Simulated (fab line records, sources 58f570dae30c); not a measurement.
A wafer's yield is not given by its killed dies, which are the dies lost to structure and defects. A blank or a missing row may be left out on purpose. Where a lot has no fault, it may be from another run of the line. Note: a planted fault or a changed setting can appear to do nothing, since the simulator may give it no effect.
fab line records	flow berkeleyCmos170
record lots=15	wafers=45	lastDay=12
route steps=331 shown START@1 PSD@178 PLDD@208 SILICIDE@214
lots that met no fault: taken from a fault-free run of the same line
startH: hours from the record's opening day to when the first of the lot's shown wafers began	waitH: hours since the lot's step before	" repeats the value in the row above	L1.1+2: a row that stands for several wafers	- value missing, or start not given	* or withheld: withheld	< > ~ a bound
route shown NAME@n: NAME is a module with steps in the file, n the number in the route of the first one	usual: the fault-free wafers' mean and standard deviation	same: alike in all rows	chamber/n: place in a boat	sites: readings site by site	_std_site: standard deviation of those values	_edge_site: inner sites' mean taken away from outer sites' mean	radiusMm: how far each site lies from the wafer's centre	mask NAME#n: copy n	behind: tool/chamber where the wafer was last shaped	hold: why the lot was held/for how many hours/how that ended	device: names the non-switching transistor (n, p or np)	end of line: tests of these same wafers at the route's end	a step given without rows: its recipe and nothing more	killed: the dies lost at the first sort to structure and to defects; this is not the yield of the wafer	map: per-die view of a wafer (x killed, . not killed, _ where there is no die)
set.NAME: the setting the step ran with; set.NAME@STEP: the setting that earlier step ran with	model.NAME: the simulator's own value behind a step, which no gauge read
one table for each step of the route and one row for each wafer, over a sample of lots
services: the hour from which a tool's chamber was out of use, counted from the record's first day as startH (under 0 if before that day), plus the number of hours and why
## steps
# step UCB170_START_BOW_MEAS_00
# recipe mode=bow
# usual INCOMING_BOW=0/6.3
lot.wafer	tool	chamber	startH	waitH	INCOMING_BOW[um]
L244.1	filmMetro-02	-	20.00	-	-2
L244.3	"	-	"	"	-2
L244.4	"	-	"	"	2
L245.1	filmMetro-03	-	25.00	-	3
L245.2	"	-	"	"	-9
L245.3	"	-	"	"	2
L246.1	filmMetro-02	-	30.00	-	-5
L246.4	"	-	"	"	1
L246.5	"	-	"	"	2
L247.1	filmMetro-02	-	35.00	-	0
L247.3	"	-	"	"	-6
L247.5	"	-	"	"	5
L248.1	filmMetro-04	-	40.00	-	8
L248.4	"	-	"	"	7
L248.6	"	-	"	"	-11
L249.1	filmMetro-03	-	45.00	-	-4
L249.2	"	-	"	"	-11
L249.3	"	-	"	"	-11
L250.2	filmMetro-03	-	50.02	-	-1
L250.4	"	-	"	"	12
L250.6	"	-	"	"	0
L252.3	filmMetro-02	-	60.04	-	5
L252.4	"	-	"	"	-5
L252.6	"	-	"	"	4
L253.2	filmMetro-04	-	65.02	-	0
L253.5	"	-	"	"	-2
L253.6	"	-	"	"	0
L257.2	filmMetro-04	-	85.02	-	0
L257.5	"	-	"	"	-4
L257.6	"	-	"	"	3
L258.3	filmMetro-02	-	90.04	-	-2
L258.5	"	-	"	"	-2
L258.6	"	-	"	"	6
L260.1	filmMetro-04	-	100.00	-	-1
L260.4	"	-	"	"	-8
L260.5	"	-	"	"	-13
L261.3	filmMetro-03	-	105.04	-	-8
L261.4	"	-	"	"	12
L261.6	"	-	"	"	0
L263.3	filmMetro-02	-	115.04	-	-7
L263.4	"	-	"	"	-13
L263.6	"	-	"	"	-2
L264.1	filmMetro-04	-	120.00	-	-6
L264.2	"	-	"	"	-4
L264.3	"	-	"	"	2
# step UCB170_PSD_EXPOSE_03
# recipe maskId=PSELECT_MOD	na=0.5	sigmaOuter=0.6	sourceShape=conventional	targetCdNm=1200	doseMj=30
lot.wafer	tool	chamber	startH	waitH	mask
L244.1+3+4	krfScanner-01	0	176.50	0.2	PSELECT_MOD#0
L245.1+2+3	krfScanner-01	0	176.62	0.3	PSELECT_MOD#0
L247.1+3+5	krfScanner-01	0	176.73	0.4	PSELECT_MOD#0
L246.1+4+5	krfScanner-02	0	176.97	0.3	PSELECT_MOD#0
L248.1+4+6	krfScanner-01	0	196.92	0.2	PSELECT_MOD#0
L249.1+2+3	krfScanner-02	0	197.21	0.2	PSELECT_MOD#0
L250.2+4+6	krfScanner-02	0	204.13	0.1	PSELECT_MOD#0
L252.3+4+6	krfScanner-01	0	204.39	0.3	PSELECT_MOD#0
L253.2+5+6	krfScanner-01	0	226.82	0.2	PSELECT_MOD#0
L257.2+5+6	krfScanner-02	0	232.34	0.1	PSELECT_MOD#0
L258.3+5+6	krfScanner-02	0	232.60	0.3	PSELECT_MOD#0
L260.1+4+5	krfScanner-02	0	248.72	0.5	PSELECT_MOD#0
L264.1+2+3	krfScanner-02	0	259.58	0.1	PSELECT_MOD#0
L263.3+4+6	krfScanner-02	0	259.88	0.1	PSELECT_MOD#0
L261.3+4+6	krfScanner-02	0	260.45	0.2	PSELECT_MOD#0
# step UCB170_PSD_OVL_MEAS_07
# usual PSD_OVL=-1/5.5
lot.wafer	tool	chamber	startH	waitH	PSD_OVL[nm]
L244.1	overlay-01	-	177.07	0.1	-4
L244.3	"	-	"	"	-8
L244.4	"	-	"	"	-6
L245.1	overlay-02	-	177.22	0.1	-2
L245.2	"	-	"	"	-5
L245.3	"	-	"	"	-3
L247.1	overlay-01	-	177.27	0.1	-6
L247.3	"	-	"	"	-7
L247.5	"	-	"	"	-11
L246.1	overlay-02	-	177.49	0.1	2
L246.4	"	-	"	"	-5
L246.5	"	-	"	"	0
L248.1	overlay-02	-	197.93	0.1	-166
L248.4	"	-	"	"	-164
L248.6	"	-	"	"	-162
L249.1	overlay-01	-	198.36	0.1	2
L249.2	"	-	"	"	7
L249.3	"	-	"	"	5
L250.2	overlay-02	-	205.15	0.1	-8
L250.4	"	-	"	"	1
L250.6	"	-	"	"	-5
L252.3	overlay-01	-	205.31	0.1	-165
L252.4	"	-	"	"	-163
L252.6	"	-	"	"	-159
L253.2	overlay-01	-	227.32	0.1	-161
L253.5	"	-	"	"	-162
L253.6	"	-	"	"	-160
L257.2	overlay-02	-	233.25	0.1	-12
L257.5	"	-	"	"	0
L257.6	"	-	"	"	-1
L258.3	overlay-02	-	233.80	0.1	6
L258.5	"	-	"	"	4
L258.6	"	-	"	"	-2
L260.1	overlay-01	-	249.27	0.1	9
L260.4	"	-	"	"	4
L260.5	"	-	"	"	12
L264.1	overlay-02	-	260.50	0.1	-6
L264.2	"	-	"	"	1
L264.3	"	-	"	"	1
L263.3	overlay-01	-	260.79	0.1	4
L263.4	"	-	"	"	4
L263.6	"	-	"	"	3
L261.3	overlay-02	-	261.34	0.1	8
L261.4	"	-	"	"	1
L261.6	"	-	"	"	2
# step UCB170_SDANNEAL_RS_MEAS_04
# recipe thkMeasGauge=four-point-probe
# usual PLDD_RS=1030.1/2.7
lot.wafer	tool	chamber	startH	waitH	PLDD_RS[ohm/sq]
L244.1	filmMetro-03	-	180.69	0.1	1030.6
L244.3	"	-	"	"	1031.8
L244.4	"	-	"	"	1031.4
L247.1	filmMetro-04	-	180.94	0.1	1031.1
L247.3	"	-	"	"	1030.7
L247.5	"	-	"	"	1031.5
L245.1	filmMetro-02	-	181.12	0.1	1028.1
L245.2	"	-	"	"	1028.6
L245.3	"	-	"	"	1025.2
L246.1	filmMetro-03	-	181.24	0.1	1033.8
L246.4	"	-	"	"	1033.8
L246.5	"	-	"	"	1034.0
L248.1	filmMetro-03	-	201.40	0.1	1037.1
L248.4	"	-	"	"	1033.6
L248.6	"	-	"	"	1035.2
L249.1	filmMetro-02	-	201.86	0.1	1030.0
L249.2	"	-	"	"	1025.8
L249.3	"	-	"	"	1029.1
L250.2	filmMetro-03	-	208.32	0.1	1032.7
L250.4	"	-	"	"	1031.8
L250.6	"	-	"	"	1034.3
L252.3	filmMetro-02	-	209.32	0.1	1025.6
L252.4	"	-	"	"	1031.9
L252.6	"	-	"	"	1029.8
L253.2	filmMetro-04	-	230.88	0.1	1027.4
L253.5	"	-	"	"	1029.9
L253.6	"	-	"	"	1026.7
L257.2	filmMetro-03	-	237.60	0.1	1032.7
L257.5	"	-	"	"	1030.6
L257.6	"	-	"	"	1030.3
L258.3	filmMetro-04	-	237.80	0.1	1023.1
L258.5	"	-	"	"	1024.6
L258.6	"	-	"	"	1022.3
L260.1	filmMetro-02	-	254.12	0.1	1029.1
L260.4	"	-	"	"	1031.4
L260.5	"	-	"	"	1027.5
L264.1	filmMetro-02	-	264.65	0.1	1027.0
L264.2	"	-	"	"	1029.4
L264.3	"	-	"	"	1031.7
L261.3	filmMetro-02	-	265.41	0.1	1031.2
L261.4	"	-	"	"	1030.7
L261.6	"	-	"	"	1029.8
L263.3	filmMetro-03	-	265.55	0.1	1029.2
L263.4	"	-	"	"	1030.7
L263.6	"	-	"	"	1032.1
# step UCB170_SILICIDE_RTA_04
# recipe tempC=650	timeS=15	ambient=N2
# usual lampPowerPct=9.8/0.33	wafer_temp_C_max=652.9/0.84
lot.wafer	tool	chamber	startH	waitH	lampPowerPct	wafer_temp_C_max
L244.1	rtpAnneal-01	0	181.20	0.1	9.5	652.1
L244.3	"	0	"	"	9.5	652.3
L244.4	"	0	"	"	9.5	653.0
L247.1	rtpAnneal-02	0	181.46	0.1	10.2	653.5
L247.3	"	0	"	"	10.2	652.3
L247.5	"	0	"	"	10.2	652.6
L245.1	rtpAnneal-01	0	181.64	0.1	9.5	651.7
L245.2	"	0	"	"	9.5	653.3
L245.3	"	0	"	"	9.5	651.6
L246.1	rtpAnneal-02	0	181.76	0.1	10.1	653.3
L246.4	"	0	"	"	10.2	653.9
L246.5	"	0	"	"	10.2	653.9
L248.1	rtpAnneal-01	0	201.92	0.1	9.5	652.4
L248.4	"	0	"	"	9.5	652.5
L248.6	"	0	"	"	9.5	652.5
L249.1	rtpAnneal-02	0	202.41	0.1	10.2	652.4
L249.2	"	0	"	"	10.2	652.4
L249.3	"	0	"	"	10.2	653.8
L250.2	rtpAnneal-02	0	208.83	0.1	10.2	654.5
L250.4	"	0	"	"	10.2	653.6
L250.6	"	0	"	"	10.2	654.7
L252.3	rtpAnneal-01	0	209.82	0.1	9.5	652.4
L252.4	"	0	"	"	9.5	651.9
L252.6	"	0	"	"	9.5	652.4
L253.2	rtpAnneal-02	0	231.40	0.1	10.1	652.9
L253.5	"	0	"	"	10.2	653.3
L253.6	"	0	"	"	10.2	652.8
L257.2	rtpAnneal-01	0	238.12	0.1	9.5	652.0
L257.5	"	0	"	"	9.5	652.0
L257.6	"	0	"	"	9.5	652.3
L258.3	rtpAnneal-02	0	238.30	0.1	10.2	652.4
L258.5	"	0	"	"	10.2	652.5
L258.6	"	0	"	"	10.1	652.6
L260.1	rtpAnneal-02	0	254.64	0.1	10.2	653.6
L260.4	"	0	"	"	10.2	654.6
L260.5	"	0	"	"	10.2	652.5
L264.1	rtpAnneal-01	0	265.16	0.1	9.5	652.4
L264.2	"	0	"	"	9.5	653.5
L264.3	"	0	"	"	9.5	652.2
L261.3	rtpAnneal-02	0	265.96	0.1	10.2	653.6
L261.4	"	0	"	"	10.2	655.6
L261.6	"	0	"	"	10.1	653.7
L263.3	rtpAnneal-01	0	266.05	0.1	9.5	652.2
L263.4	"	0	"	"	9.5	652.1
L263.6	"	0	"	"	9.5	652.6
## services
tool	chamber	startH	hours	kind
krfScanner-01	-	157.13	1.9	repair
rtpAnneal-02	-	161.77	1.7	pm
krfScanner-02	-	163.28	1.3	pm
krfScanner-02	-	206.91	2.4	repair
krfScanner-02	-	210.05	1.0	pm
krfScanner-01	-	232.13	1.3	pm
krfScanner-01	-	238.00	1.0	pm
## key
firstSign step=UCB170_PSD_OVL_MEAS_07	reading=PSD_OVL	direction=down	sigmas=30	usual=-1	struck=-162
effect none on later readings
metAt UCB170_PSD_EXPOSE_03
struckLots L248,L252,L253
sortLeftOut L252.3,L252.4,L252.6
testerLeftOut L248,L252,L253
notActingAt UCB170_START_BOW_MEAS_00,UCB170_SDANNEAL_RS_MEAS_04,UCB170_SILICIDE_RTA_04
onsetBetween 176.73 196.92
fault kind=scannerMatchingOverlay	tool=krfScanner-01	chamber=-	onsetH=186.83	steps=UCB170_PSD_EXPOSE_03	offset=-160
# testerLeftOut: of these lots the tester's yield and bins aren't shown, on N5 and GAA mostly nor the transistor test; their killed dies are dies lost to structure and defects alone, not to doping, threshold or leakage, so they don't give the yield
# sortLeftOut: the simulated sort isn't trusted on such a fault, so these wafers' sort isn't shown, and their yield isn't known
